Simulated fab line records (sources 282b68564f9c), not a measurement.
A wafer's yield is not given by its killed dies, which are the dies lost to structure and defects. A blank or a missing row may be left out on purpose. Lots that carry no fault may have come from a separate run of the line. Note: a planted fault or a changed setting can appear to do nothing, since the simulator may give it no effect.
What tool caused it? :: flow rit cmos :: 21 wafers from 7 lots sampled at 3 of the route's 202 steps

== WHAT EACH GAUGE READ, for each wafer ==
RIT_PRETRO_TW_MEAS_10.
lot: L556
measured: day 2 20:36
on: film metro-03
PRETRO_TW: 473 475 475

lot: L558
measured: day 3 09:43
on: film metro-03
PRETRO_TW: 472 470 472

lot: L561
measured: day 3 22:48
on: film metro-03
PRETRO_TW: 472 475 471

lot: L565
measured: day 4 17:21
on: film metro-03
PRETRO_TW: 475 475 471

lot: L567
measured: day 5 02:26
on: film metro-03
PRETRO_TW: 473 471 472

lot: L571
measured: day 5 22:14
on: film metro-04
PRETRO_TW: 474 478 474

lot: L577
measured: day 7 05:21
on: film metro-03
PRETRO_TW: 523 522 521

== WHICH TOOL RAN EACH LOT (tool, then ch and the chambers of the sampled wafers, then the start) ==
lot: L556
RIT_ACTIVE_STRIP_14: plasma asher-03 ch 0,1, day 2 01:40
RIT_PRETRO_IMPLANT_08: implanter-04 ch 0, day 2 20:17

lot: L558
RIT_ACTIVE_STRIP_14: plasma asher-03 ch 0,1, day 2 11:08
RIT_PRETRO_IMPLANT_08: implanter-02 ch 0, day 3 09:24

lot: L561
RIT_ACTIVE_STRIP_14: plasma asher-02 ch 0,1, day 3 02:09
RIT_PRETRO_IMPLANT_08: implanter-04 ch 0, day 3 22:29

lot: L565
RIT_ACTIVE_STRIP_14: plasma asher-01 ch 0,1, day 3 23:31
RIT_PRETRO_IMPLANT_08: implanter-01 ch 0, day 4 17:02

lot: L567
RIT_ACTIVE_STRIP_14: plasma asher-03 ch 0,1, day 4 09:10
RIT_PRETRO_IMPLANT_08: implanter-04 ch 0, day 5 02:08

lot: L571
RIT_ACTIVE_STRIP_14: plasma asher-03 ch 0,1, day 5 04:50
RIT_PRETRO_IMPLANT_08: implanter-02 ch 0, day 5 21:56

lot: L577
RIT_ACTIVE_STRIP_14: plasma asher-03 ch 0,1, day 6 10:53
RIT_PRETRO_IMPLANT_08: implanter-04 ch 0, day 7 05:02
- RIT_ACTIVE_STRIP_14: strips in O2, time 180 s.
- RIT_PRETRO_IMPLANT_08

== THE ANSWER, worked out from the rows above alone ==
Rule: the lots themselves supply what counts as usual. Put in order of their means at a reading, lots are off if they are a third of the lots or fewer, leave a main group of 4 or more, and stand apart from it by a gap of 3 or more times the standard deviation of the main group's means; of several such gaps the widest counts. A main group whose means are all the same, to the digits that the tables above print for the reading, isn't used. A lot without any number at a reading at which 4 lots or more have one is off too. Any other lot the step has rows for is counted as sound.
Off: L577, at RIT_PRETRO_TW_MEAS_10 (PRETRO_TW). The main group: mean 473, standard deviation 1.4.
If a tool, at a process step before that reading, ran all the lots that are off and no sound lot after the first of them, it fits. Those tools and the gauges at RIT_PRETRO_TW_MEAS_10 are tried in the same way. Can't be told from this: 3 tools fit, plasma asher-03 at RIT_ACTIVE_STRIP_14, implanter-04 at RIT_PRETRO_IMPLANT_08, film metro-03 at RIT_PRETRO_TW_MEAS_10.

== WHAT THE SIMULATOR HAD PUT IN ==
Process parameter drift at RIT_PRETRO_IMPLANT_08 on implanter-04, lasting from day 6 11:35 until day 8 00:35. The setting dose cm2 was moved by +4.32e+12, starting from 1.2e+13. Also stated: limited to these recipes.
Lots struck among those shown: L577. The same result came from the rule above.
